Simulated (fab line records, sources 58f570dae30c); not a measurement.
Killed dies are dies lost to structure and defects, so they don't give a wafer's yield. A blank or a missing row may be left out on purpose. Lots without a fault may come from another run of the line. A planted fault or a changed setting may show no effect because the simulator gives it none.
fab line records | flow berkeley_cmos170
record lots=5 wafers=23
route steps=331 shown NWELL@18 PWELL@39 ACTIVE@68 PFIELD@86 SCREENOX@101 PLDD@149 NLDD@159 PSD@179
start_h: hours from the record's first day to the start of the lot's first wafer shown | wait_h: hours since the lot's step before | " the same as in the row above | L1.1+2: a row that stands for several wafers | - no value, or no start given | * or withheld: withheld | < > ~ a bound
route shown NAME@n: a module of which the file shows steps, and the number in the route of the first | usual: mean/standard deviation of fault-free wafers | same: alike in all rows | chamber/n: place in a boat | sites: the reading at each site | _std_site: their standard deviation | _edge_site: outer sites' mean less inner sites' | radius_mm: how far each site lies from the wafer's centre | mask NAME#n: copy n | behind: the tool/chamber that last shaped the wafer | hold: why the lot was held/for how many hours/how that ended | device: the transistor (n, p or np) that didn't switch | end of line: the same wafers' tests at the end of the route | a step without rows: its recipe alone | killed: dies lost to structure and defects at the first sort, not the wafer's yield | map: a wafer's dies, x killed, . not, _ none there
set.NAME: the setting as run; set.NAME@STEP: as run at that earlier step | model.NAME: the simulator's own value behind a step, which no gauge read
lots whose settings were changed on purpose; a table a step, a row a wafer
## steps
# step UCB170_NWELL_CVD_04
# recipe material=Si3N4 target_thk_nm=224 temp_c=800 precursor=SiH2Cl2/NH3 time_s=3360 pressure_mtorr=200 sih2cl2_flow_sccm=25 nh3_flow_sccm=75
# columns lot.wafer tool chamber start_h wait_h set.temp_c model.Si3N4_of_NWELL_CVD_04.thk_nm
L076.1 - - - 0.0 800 226.8
L076.2 " - " " 800 227.4
L076.3 " - " " 800 227.6
L076.5+6 " - " " 800 226.3
L078.1 - - - 1.4 800 226.1
L078.3 " - " " 800 224.3
L078.4 " - " " 800 226.7
L078.5 " - " " 800 224.2
L078.6 " - " " 800 224.5
L080.2 - - - 0.0 778.2 149.1
L080.3 " - " " 778.2 148.7
L080.4 " - " " 778.2 146.8
L080.5 " - " " 778.2 149.4
L080.6 " - " " 778.2 147.8
L081.4 lpcvd-01 0 68.93 0.0 800 225.3
L081.5 " 0 " " 800 226.3
L081.6 " 0 " " 800 226.9
L085.2 - - - 0.0 784.3 167.2
L085.3 " - " " 784.3 166.8
L085.4 " - " " 784.3 168.8
L085.5 " - " " 784.3 168.6
L085.6 " - " " 784.3 165.7
# step UCB170_NWELL_THK_MEAS_05
# recipe reads=Si3N4_of_NWELL_CVD_04
# usual NWELL_NITRIDE_THK=224.7/2
# columns lot.wafer tool chamber start_h wait_h set.temp_c@NWELL_CVD_04 NWELL_NITRIDE_THK[nm]
L076.1 film_metro-03 - - - 800 226.8
L076.2 " - " " 800 227.4
L076.3 " - " " 800 227.5
L076.5 " - " " 800 226.2
L076.6 " - " " 800 226.6
L078.1 film_metro-02 - - - 800 226.1
L078.3 " - " " 800 224.4
L078.4 " - " " 800 226.4
L078.5 " - " " 800 224.1
L078.6 " - " " 800 224.6
L080.2 film_metro-04 - - - 778.2 149.1
L080.3 " - " " 778.2 148.7
L080.4 " - " " 778.2 146.8
L080.5 " - " " 778.2 149.4
L080.6 " - " " 778.2 147.8
L081.4 film_metro-02 - 70.90 0.0 800 225.3
L081.5 " - " " 800 226.3
L081.6 " - " " 800 227.2
L085.2 film_metro-04 - - - 784.3 167.2
L085.3 " - " " 784.3 166.9
L085.4 " - " " 784.3 168.8
L085.5 " - " " 784.3 168.6
L085.6 " - " " 784.3 165.8
# step UCB170_NWELL_EXPOSE_09
# recipe mask_id=NWELL target_cd_nm=3000 na=0.5 sigma_outer=0.6 source_shape=conventional dose_mj=25
# columns lot.wafer tool chamber start_h wait_h mask set.dose_mj
L076.1+2+3 krf_scanner-02 0 45.80 0.3 NWELL#0 25
L076.5+6 " 0 " " NWELL#0 24
L078.1+6 krf_scanner-01 0 56.30 0.5 NWELL#0 25
L078.3+4+5 " 0 " " NWELL#0 23.74
L080.2+4 krf_scanner-02 0 64.26 0.4 NWELL#0 25
L080.3+5+6 " 0 " " NWELL#0 26.85
L081.4+5+6 krf_scanner-01 0 71.67 0.3 NWELL#0 25
L085.2+3+4+5+6 krf_scanner-01 0 91.60 0.2 NWELL#0 25
# step UCB170_NWELL_PEB_10
# recipe peb_temp_c=130 peb_time_s=withheld resist=KrF
# step UCB170_NWELL_DEVELOP_11
# recipe developer=TMAH develop_time_s=45 resist=KrF dev_temp_c=21
# step UCB170_NWELL_ETCH_13
# recipe chemistry=CH3F/Ar/O2 target=Si3N4 stop_on=SiO2 CH3F_flow_sccm=20 Ar_flow_sccm=50 O2_flow_sccm=7 pressure_mtorr=50 rf_w=450 target_depth_a=2464 over_etch_frac=0.1 time_s=154
# usual oes_product_au=0.939/0.014
# columns lot.wafer tool chamber start_h wait_h set.temp_c@NWELL_CVD_04 oes_product_au model.etch.depth_nm
L076.1 rie_diel-02 3 46.62 0.0 800 0.956 -
L076.2 " 2 " " 800 0.944 -
L076.3 " 1 " " 800 0.947 -
L076.5 " 3 " " 800 0.964 -
L076.6 " 0 " " 800 0.924 -
L078.1 rie_diel-01 3 57.14 0.0 800 0.962 -
L078.3 " 1 " " 800 0.936 -
L078.4 " 2 " " 800 0.961 -
L078.5 " 2 " " 800 0.949 224.2
L078.6 " 1 " " 800 0.944 224.5
L080.2 rie_diel-01 0 65.04 0.0 778.2 0.739 -
L080.3 " 2 " " 778.2 0.752 148.7
L080.4 " 3 " " 778.2 0.756 -
L080.5 " 0 " " 778.2 0.742 -
L080.6 " 1 " " 778.2 0.752 147.8
L081.4 rie_diel-03 3 72.36 0.0 800 0.916 225.3
L081.5 " 2 " " 800 0.937 226.3
L081.6 " 3 " " 800 0.920 226.9
L085.2 rie_diel-02 2 92.23 0.0 784.3 0.797 -
L085.3 " 1 " " 784.3 0.795 -
L085.4 " 3 " " 784.3 0.809 -
L085.5 " 0 " " 784.3 0.788 -
L085.6 " 3 " " 784.3 0.802 -
# step UCB170_PWELL_CVD_05
# recipe material=Si3N4 target_thk_nm=220 temp_c=800 precursor=SiH2Cl2/NH3 time_s=3300 pressure_mtorr=200 sih2cl2_flow_sccm=25 nh3_flow_sccm=75
# columns lot.wafer tool chamber start_h wait_h set.time_s model.Si3N4_of_PWELL_CVD_05.thk_nm
L076.1 - - - 0.0 2963 203.2
L076.2 " - " " 2963 202.4
L076.3 " - " " 2963 204.3
L076.5 " - " " 2963 205.9
L076.6 " - " " 2963 201.8
L078.1 - - - 0.1 2805 188.5
L078.3 " - " " 2805 191.9
L078.4 " - " " 2805 191.1
L078.5 " - " " 2805 192
L078.6 " - " " 2805 190.9
L080.2+4 - - - 0.0 2810 194.5
L080.3 " - " " 2810 196.7
L080.5 " - " " 2810 194.1
L080.6 " - " " 2810 195.9
L081.4 lpcvd-02 0 91.90 0.0 3300 219.7
L081.5 " 0 " " 3300 221.1
L081.6 " 0 " " 3300 220.2
L085.2 - - - 1.0 3004 198.5
L085.3 " - " " 3004 201.1
L085.4 " - " " 3004 200.7
L085.5 " - " " 3004 200.6
L085.6 " - " " 3004 200.3
# step UCB170_PWELL_THK_MEAS_06
# recipe reads=Si3N4_of_PWELL_CVD_05
# usual PWELL_NITRIDE_THK=222.5/2.6
# columns lot.wafer tool chamber start_h wait_h set.time_s@PWELL_CVD_05 PWELL_NITRIDE_THK[nm]
L076.1 film_metro-04 - - - 2963 203.4
L076.2 " - " " 2963 202.3
L076.3 " - " " 2963 204.2
L076.5 " - " " 2963 205.8
L076.6 " - " " 2963 201.9
L078.1 film_metro-02 - - - 2805 188.5
L078.3 " - " " 2805 191.9
L078.4 " - " " 2805 191.3
L078.5 " - " " 2805 192.0
L078.6 " - " " 2805 191.0
L080.2 film_metro-04 - - - 2810 194.6
L080.3 " - " " 2810 196.6
L080.4 " - " " 2810 194.5
L080.5 " - " " 2810 194.1
L080.6 " - " " 2810 195.8
L081.4 film_metro-01 - 93.85 0.0 3300 219.7
L081.5 " - " " 3300 221.2
L081.6 " - " " 3300 220.2
L085.2 film_metro-01 - - - 3004 198.6
L085.3 " - " " 3004 201.1
L085.4 " - " " 3004 200.7
L085.5 " - " " 3004 200.7
L085.6 " - " " 3004 200.3
# step UCB170_PWELL_DEVELOP_12
# recipe developer=TMAH develop_time_s=45 resist=KrF dev_temp_c=21
# columns lot.wafer tool chamber start_h wait_h set.dev_temp_c
L076.1+2+6 litho_track-02 0 - - 21
L076.3+5 " 0 " " 24.6
L078.1+3+4+5+6 litho_track-03 0 - - 21
L080.2+3+5 litho_track-02 0 - - 23.49
L080.4+6 " 0 " " 21
L081.4+5+6 litho_track-04 0 - - 21
L085.2+3+6 litho_track-02 0 - - 21
L085.4+5 " 0 " " 17.66
# step UCB170_PWELL_ETCH_14
# recipe chemistry=CH3F/Ar/O2 target=Si3N4 stop_on=SiO2 CH3F_flow_sccm=20 Ar_flow_sccm=50 O2_flow_sccm=7 pressure_mtorr=50 rf_w=450 target_depth_a=2420 over_etch_frac=0.1 time_s=151
# columns lot.wafer tool chamber start_h wait_h set.time_s@PWELL_CVD_05 model.etch.depth_nm
L076.1+2+3+5+6 rie_diel-03 2,0,1,3,0 65.24 0.0 2963 -
L078.1+3+4 rie_diel-03 3,1,2 76.57 0.0 2805 -
L078.5 " 2 " " 2805 192
L078.6 " 1 " " 2805 190.9
L080.2+4+5 rie_diel-02 3,0,3 87.66 0.0 2810 -
L080.3 " 0 " " 2810 196.7
L080.6 " 2 " " 2810 195.9
L081.4 rie_diel-02 2 95.00 0.0 3300 219.7
L081.5 " 0 " " 3300 221.1
L081.6 " 3 " " 3300 220.2
L085.2+3+4+5+6 rie_diel-02 0,1,2,3,0 111.64 0.0 3004 -
# step UCB170_ACTIVE_COAT_08
# recipe resist=KrF spin_rpm=1500 resist_thk_nm=900
# columns lot.wafer tool chamber start_h wait_h set.resist_thk_nm model.KrF_of_ACTIVE_COAT_08.thk_nm
L076.1 litho_track-02 0 96.77 0.1 919.1 919.6
L076.2 " 0 " " 900 899.6
L076.3 " 0 " " 919.1 918.7
L076.5 " 0 " " 900 901.2
L076.6 " 0 " " 919.1 922.1
L078.1 litho_track-02 0 106.71 0.1 858.4 857.4
L078.3 " 0 " " 900 898.7
L078.4 " 0 " " 900 893.9
L078.5 " 0 " " 858.4 858.5
L078.6 " 0 " " 900 899.1
L080.2 litho_track-02 0 116.38 0.1 900 902.5
L080.3 " 0 " " 900 899.4
L080.4 " 0 " " 900 901
L080.5 " 0 " " 900 900.9
L080.6 " 0 " " 900 901.8
L081.4 litho_track-01 0 126.59 0.1 900 901.4
L081.5 " 0 " " 900 900.7
L081.6 " 0 " " 900 903.2
L085.2 litho_track-02 0 149.29 0.1 900 897.6
L085.3 " 0 " " 864.8 865.7
L085.4 " 0 " " 900 898.1
L085.5 " 0 " " 864.8 864.6
L085.6 " 0 " " 900 901.6
# step UCB170_PFIELD_IMPLANT_07
# recipe species=B dose_cm2=2e+13 energy_kev=80 tilt_deg=7
# columns lot.wafer tool chamber start_h wait_h set.energy_kev model.implant.rp_nm model.implant.drp_nm
L076.1+2+5 implanter-01 0 100.51 0.0 80 262.3 74.86
L076.3+6 " 0 " " 75.31 250.1 72.68
L078.1+3+4+5+6 implanter-01 0 110.36 0.0 80 259.6 74.86
L080.2+4+5 implanter-02 0 119.28 0.0 80 262.9 74.86
L080.3+6 " 0 " " 82.92 270.9 76.12
L081.4+5+6 implanter-02 0 130.30 0.1 80 268.2 74.86
L085.2+3+4 implanter-01 0 153.70 0.0 76.95 255.9 73.46
L085.5+6 " 0 " " 80 264 74.86
# step UCB170_SCREENOX_OXIDATION_01
# recipe temp_c=900 ambient=O2 target_thk_a=144 ox_time_s=2400
# columns lot.wafer tool chamber start_h wait_h set.temp_c model.SiO2_of_SCREENOX_OXIDATION_01.thk_nm
L076.1 - - - - 884.1 11.66
L076.2 " - " " 884.1 11.8
L076.3 " - " " 884.1 11.78
L076.5 " - " " 884.1 11.85
L076.6 " - " " 884.1 11.92
L078.1 - - - - 900 14.81
L078.3 " - " " 900 14.66
L078.4 " - " " 900 14.67
L078.5 " - " " 900 14.77
L078.6 " - " " 900 14.74
L080.2 - - - - 900 14.54
L080.3 " - " " 900 14.47
L080.4+6 " - " " 900 14.65
L080.5 " - " " 900 14.39
L081.4 furnace-04 0 157.79 2.3 900 14.46
L081.5 " 0 " " 900 14.37
L081.6 " 0 " " 900 14.4
L085.2+4 - - - - 922.4 17.85
L085.3 " - " " 922.4 17.72
L085.5 " - " " 922.4 17.93
L085.6 " - " " 922.4 17.8
# step UCB170_SCREENOX_THK_MEAS_02
# recipe reads=SiO2_of_SCREENOX_OXIDATION_01
# usual SCREENOX_OXIDE_THK=14.36/0.23
# columns lot.wafer tool chamber start_h wait_h set.temp_c@SCREENOX_OXIDATION_01 SCREENOX_OXIDE_THK[nm]
L076.1 film_metro-01 - - - 884.1 11.67
L076.2 " - " " 884.1 11.76
L076.3 " - " " 884.1 11.83
L076.5 " - " " 884.1 11.85
L076.6 " - " " 884.1 11.90
L078.1 film_metro-01 - - - 900 14.82
L078.3 " - " " 900 14.64
L078.4 " - " " 900 14.71
L078.5 " - " " 900 14.82
L078.6 " - " " 900 14.77
L080.2 film_metro-01 - - - 900 14.52
L080.3 " - " " 900 14.55
L080.4 " - " " 900 14.67
L080.5 " - " " 900 14.35
L080.6 " - " " 900 14.66
L081.4 film_metro-04 - 159.49 0.0 900 14.45
L081.5 " - " " 900 14.36
L081.6 " - " " 900 14.39
L085.2 film_metro-03 - - - 922.4 17.86
L085.3 " - " " 922.4 17.74
L085.4 " - " " 922.4 17.84
L085.5 " - " " 922.4 17.93
L085.6 " - " " 922.4 17.79
# step UCB170_PLDD_PEB_04
# recipe peb_temp_c=130 peb_time_s=withheld resist=KrF
# columns lot.wafer tool chamber start_h wait_h set.peb_temp_c
L076.1+5+6 litho_track-02 0 158.23 0.1 130
L076.2+3 " 0 " " 131.2
L078.1+5+6 litho_track-02 0 169.75 0.5 128.8
L078.3+4 " 0 " " 130
L080.2+5 litho_track-02 0 170.33 0.4 127.5
L080.3+4+6 " 0 " " 130
L081.4+5+6 litho_track-02 0 180.94 0.6 130
L085.2+5 litho_track-04 0 207.73 0.1 127.3
L085.3+4+6 " 0 " " 130
# step UCB170_PLDD_DEVELOP_05
# recipe developer=TMAH develop_time_s=45 resist=KrF dev_temp_c=21
# step UCB170_PLDD_CD_MEAS_06
# recipe target_cd_nm=1200
# usual cd_nm=1200.1/1.4
# columns lot.wafer tool chamber start_h wait_h set.peb_temp_c@PLDD_PEB_04 cd_nm
L076.1 cd_sem-01 - 158.60 - 130 1201.1
L076.2 " - " " 131.2 1208.1
L076.3 " - " " 131.2 1207.3
L076.5 " - " " 130 1198.7
L076.6 " - " " 130 1199.3
L078.1 cd_sem-01 - 170.03 - 128.8 1191.0
L078.3 " - " " 130 1200.2
L078.4 " - " " 130 1200.9
L078.5 " - " " 128.8 1191.7
L078.6 " - " " 128.8 1191.4
L080.2 cd_sem-01 - 170.80 - 127.5 1181.5
L080.3 " - " " 130 1200.6
L080.4 " - " " 130 1200.0
L080.5 " - " " 127.5 1181.1
L080.6 " - " " 130 1200.8
L081.4 cd_sem-01 - 181.20 - 130 1201.6
L081.5 " - " " 130 1202.0
L081.6 " - " " 130 1201.2
L085.2 cd_sem-02 - 208.00 - 127.3 1182.1
L085.3 " - " " 130 1201.9
L085.4 " - " " 130 1202.3
L085.5 " - " " 127.3 1180.6
L085.6 " - " " 130 1201.8
# step UCB170_NLDD_COAT_01
# recipe resist=KrF spin_rpm=1500 resist_thk_nm=900
# columns lot.wafer tool chamber start_h wait_h set.resist_thk_nm model.KrF_of_NLDD_COAT_01.thk_nm
L076.1 litho_track-01 0 159.90 0.1 885.7 889.5
L076.2 " 0 " " 900 898.2
L076.3 " 0 " " 900 897.6
L076.5 " 0 " " 900 899.4
L076.6 " 0 " " 885.7 884.4
L078.1 litho_track-04 0 171.00 0.1 949.9 950.1
L078.3 " 0 " " 900 901.9
L078.4 " 0 " " 900 901.7
L078.5 " 0 " " 900 902
L078.6 " 0 " " 949.9 950.8
L080.2+4 litho_track-01 0 172.47 0.1 862.3 864.9
L080.3 " 0 " " 900 903.5
L080.5 " 0 " " 900 903.4
L080.6 " 0 " " 900 901.5
L081.4 litho_track-03 0 183.09 0.1 900 900.6
L081.5 " 0 " " 900 901.9
L081.6 " 0 " " 900 901.1
L085.2 litho_track-04 0 209.01 0.1 879.4 882.3
L085.3 " 0 " " 900 902.8
L085.4 " 0 " " 900 903.5
L085.5 " 0 " " 879.4 878.7
L085.6 " 0 " " 879.4 880.2
# step UCB170_NLDD_DEVELOP_05
# recipe developer=TMAH develop_time_s=45 resist=KrF dev_temp_c=21
# columns lot.wafer tool chamber start_h wait_h set.develop_time_s
L076.1+2+3 litho_track-01 0 - - 45
L076.5+6 " 0 " " 42.12
L078.1+3+4+5+6 litho_track-01 0 - - 45
L080.2+5+6 litho_track-04 0 - - 42.54
L080.3+4 " 0 " " 45
L081.4+5+6 litho_track-04 0 - - 45
L085.2+4+6 litho_track-03 0 - - 43.22
L085.3+5 " 0 " " 45
# step UCB170_NLDD_IMPLANT_08
# recipe species=As dose_cm2=5e+13 energy_kev=30 tilt_deg=6.835 rotation_deg=0
# step UCB170_NLDD_IMPLANT_09
# recipe species=As dose_cm2=5e+13 energy_kev=30 tilt_deg=7 rotation_deg=180
# step UCB170_NLDD_STRIP_10
# recipe chemistry=O2 power_w=400 pressure_mtorr=3500 platen_temp_c=withheld o2_flow_sccm=400 overash_fraction=0.5
# usual strip_time_to_endpoint_s=21.64/0.053
# columns lot.wafer tool chamber start_h wait_h set.resist_thk_nm@NLDD_COAT_01 strip_time_to_endpoint_s
L076.1 plasma_asher-01 1 161.21 0.1 885.7 21.39
L076.2 " 0 " " 900 21.57
L076.3 " 0 " " 900 21.57
L076.5 " 1 " " 900 21.61
L076.6 " 0 " " 885.7 21.27
L078.1 plasma_asher-01 1 172.81 0.1 949.9 22.83
L078.3 " 0 " " 900 21.67
L078.4 " 1 " " 900 21.68
L078.5 " 1 " " 900 21.67
L078.6 " 0 " " 949.9 22.84
L080.2 plasma_asher-04 1 174.52 0.1 862.3 20.79
L080.3 " 1 " " 900 21.71
L080.4 " 0 " " 862.3 20.79
L080.5 " 0 " " 900 21.71
L080.6 " 1 " " 900 21.67
L081.4 plasma_asher-01 1 184.86 0.1 900 21.63
L081.5 " 1 " " 900 21.68
L081.6 " 0 " " 900 21.66
L085.2 plasma_asher-02 1 210.32 0.1 879.4 21.22
L085.3 " 1 " " 900 21.69
L085.4 " 0 " " 900 21.71
L085.5 " 1 " " 879.4 21.14
L085.6 " 0 " " 879.4 21.15
# step UCB170_PSD_PEB_04
# recipe peb_temp_c=130 peb_time_s=withheld resist=KrF
# columns lot.wafer tool chamber start_h wait_h set.peb_temp_c
L076.1+2+3+5+6 litho_track-02 0 170.58 0.4 130
L078.1+4+5 litho_track-04 0 179.02 0.3 128
L078.3+6 " 0 " " 130
L080.2+3+4+5+6 litho_track-04 0 179.59 0.4 130
L081.4+5+6 litho_track-03 0 192.17 0.7 130
L085.2+3+6 litho_track-02 0 218.00 0.1 130
L085.4+5 " 0 " " 132.1
# step UCB170_PSD_DEVELOP_05
# recipe developer=TMAH develop_time_s=45 resist=KrF dev_temp_c=21
# step UCB170_PSD_CD_MEAS_06
# recipe target_cd_nm=1200
# usual cd_nm=1199.8/1.2
# columns lot.wafer tool chamber start_h wait_h set.peb_temp_c@PSD_PEB_04 cd_nm
L076.1 cd_sem-01 - 170.90 - 130 1200.8
L076.2 " - " " 130 1201.6
L076.3 " - " " 130 1201.7
L076.5 " - " " 130 1200.1
L076.6 " - " " 130 1200.4
L078.1 cd_sem-01 - 179.36 - 128 1183.8
L078.3 " - " " 130 1197.4
L078.4 " - " " 128 1185.5
L078.5 " - " " 128 1183.2
L078.6 " - " " 130 1199.4
L080.2 cd_sem-01 - 180.34 - 130 1199.9
L080.3 " - " " 130 1198.3
L080.4 " - " " 130 1198.3
L080.5 " - " " 130 1198.5
L080.6 " - " " 130 1199.2
L081.4 cd_sem-01 - 192.46 - 130 1197.9
L081.5 " - " " 130 1198.5
L081.6 " - " " 130 1199.5
L085.2 cd_sem-01 - 218.27 - 130 1200.1
L085.3 " - " " 130 1200.9
L085.4 " - " " 132.1 1214.0
L085.5 " - " " 132.1 1214.0
L085.6 " - " " 130 1199.9
## key
split step=UCB170_NWELL_CVD_04 setting=temp_c stated=800 by=lot
response step=UCB170_NWELL_CVD_04 reading=model.Si3N4_of_NWELL_CVD_04.thk_nm change=+28.9 per=1% r=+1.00
response step=UCB170_NWELL_THK_MEAS_05 reading=NWELL_NITRIDE_THK change=+28.9 per=1% r=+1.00
response step=UCB170_NWELL_ETCH_13 reading=oes_product_au change=+0.0722 per=1% r=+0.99
response step=UCB170_NWELL_ETCH_13 reading=model.etch.depth_nm change=+28.3 per=1% r=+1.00
split step=UCB170_NWELL_EXPOSE_09 setting=dose_mj stated=25 by=wafer
response none clear
split step=UCB170_PWELL_CVD_05 setting=time_s stated=3300 by=lot
response step=UCB170_PWELL_CVD_05 reading=model.Si3N4_of_PWELL_CVD_05.thk_nm change=+1.78 per=1% r=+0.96
response step=UCB170_PWELL_THK_MEAS_06 reading=PWELL_NITRIDE_THK change=+1.78 per=1% r=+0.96
response step=UCB170_PWELL_ETCH_14 reading=model.etch.depth_nm change=+1.77 per=1% r=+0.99
split step=UCB170_PWELL_DEVELOP_12 setting=dev_temp_c stated=21 by=wafer
response none clear
split step=UCB170_ACTIVE_COAT_08 setting=resist_thk_nm stated=900 by=wafer
response step=UCB170_ACTIVE_COAT_08 reading=model.KrF_of_ACTIVE_COAT_08.thk_nm change=+8.65 per=1% r=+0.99
split step=UCB170_PFIELD_IMPLANT_07 setting=energy_kev stated=80 by=wafer
response step=UCB170_PFIELD_IMPLANT_07 reading=model.implant.rp_nm change=+2.11 per=1% r=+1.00
response step=UCB170_PFIELD_IMPLANT_07 reading=model.implant.drp_nm change=+0.366 per=1% r=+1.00
split step=UCB170_SCREENOX_OXIDATION_01 setting=temp_c stated=900 by=lot
response step=UCB170_SCREENOX_OXIDATION_01 reading=model.SiO2_of_SCREENOX_OXIDATION_01.thk_nm change=+1.4 per=1% r=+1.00
response step=UCB170_SCREENOX_THK_MEAS_02 reading=SCREENOX_OXIDE_THK change=+1.4 per=1% r=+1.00
split step=UCB170_PLDD_PEB_04 setting=peb_temp_c stated=130 by=wafer
response step=UCB170_PLDD_CD_MEAS_06 reading=cd_nm change=+9.83 per=1% r=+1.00
split step=UCB170_NLDD_COAT_01 setting=resist_thk_nm stated=900 by=wafer
response step=UCB170_NLDD_COAT_01 reading=model.KrF_of_NLDD_COAT_01.thk_nm change=+8.89 per=1% r=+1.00
response step=UCB170_NLDD_STRIP_10 reading=strip_time_to_endpoint_s change=* per=1% r=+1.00
split step=UCB170_NLDD_DEVELOP_05 setting=develop_time_s stated=45 by=wafer
response none clear
split step=UCB170_PSD_PEB_04 setting=peb_temp_c stated=130 by=wafer
response step=UCB170_PSD_CD_MEAS_06 reading=cd_nm change=+8.84 per=1% r=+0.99
